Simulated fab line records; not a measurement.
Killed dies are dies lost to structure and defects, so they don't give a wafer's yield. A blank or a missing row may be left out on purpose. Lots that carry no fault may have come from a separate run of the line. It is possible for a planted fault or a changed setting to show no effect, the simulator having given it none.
2 desks, one fault ; flow rit-cmos ; every desk sees just its own numbers, and what lay behind them comes last

== DESK OF THE TOOL OWNER: iline-stepper-02 ==
The tool's own readings at RIT_ACTIVE_EXPOSE_08 (exposes mask M1, target cd 1400 nm): means of the sampled wafers that have a number, for each lot that ran on this tool. The brackets show how far a lot's mean lies from the usual mean; more than 4 standard deviations puts the lot out of limits, marked OUT.
Columns: A = exposure-dose-mJ-cm2 at RIT_ACTIVE_EXPOSE_08, usual 225.9
lot;first seen here;A
L617;day 2 10:10;225.3
L622;day 3 11:10;225.3
L626;day 4 07:04;216.8 (-11) OUT
This desk's verdict: out of limits on L626, starting with L626 at day 4 07:04 (exposure-dose-mJ-cm2 at RIT_ACTIVE_EXPOSE_08). In limits: L617, L622.

== METROLOGY DESK ==
Lot by lot, what the gauges showed, no matter which tool ran the lot: averages of those sampled wafers that carry a number. The brackets show how far a lot's mean lies from the usual mean; more than 4 standard deviations puts the lot out of limits, marked OUT.
Columns: A = cd-nm at RIT_ACTIVE_CD_MEAS_11, usual 1400.7 nm; B = NWELL_OVL at RIT_NWELL_OVL_MEAS_06, usual -0.5 nm
lot;first seen here;A;B
L613;day 1 14:37;1403.2;0.2
L614;day 1 19:28;1397.2;0.1
L616;day 2 05:26;1401.7;2.2
L617;day 2 10:34;1401.3;-0.4
L618;day 2 17:53;1399.7;-0.2
L622;day 3 11:34;1403.3;-0.5
L626;day 4 07:28;1369.7 (-12) OUT;-2.2
L627;day 4 12:35;1402.8;0.1
L628;day 4 18:05;1399.9;-2.0
L629;day 5 00:58;1397.3;-2.2
L630;day 5 03:28;1404.7;1.2
L631;day 5 08:28;1401.5;-1.1
L635;day 6 04:52;1397.1;-0.6
This desk's verdict: out of limits on L626, starting with L626 at day 4 07:28 (cd-nm at RIT_ACTIVE_CD_MEAS_11). In limits: L613, L614, L616, L617, L618, L622, L627, L628, L629, L630, L631, L635.

== PUT TOGETHER ==
On L626, at day 4 07:04, an alarm was possible from the tool owner's desk.
Metrology desk: alarm possible at day 4 07:28 on L626.
RIT_ACTIVE_EXPOSE_08 was run on iline-stepper-02 by each of the lots named.

== WHAT THE SIMULATOR PUT IN ==
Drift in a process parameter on iline-stepper-02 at RIT_ACTIVE_EXPOSE_08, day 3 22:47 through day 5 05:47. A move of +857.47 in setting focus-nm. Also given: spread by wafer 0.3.
Shown lots that were struck: L626.
Time in hours from fault onset to the first out-of-limits reading at each desk: tool owner's desk 8, metrology desk 9.
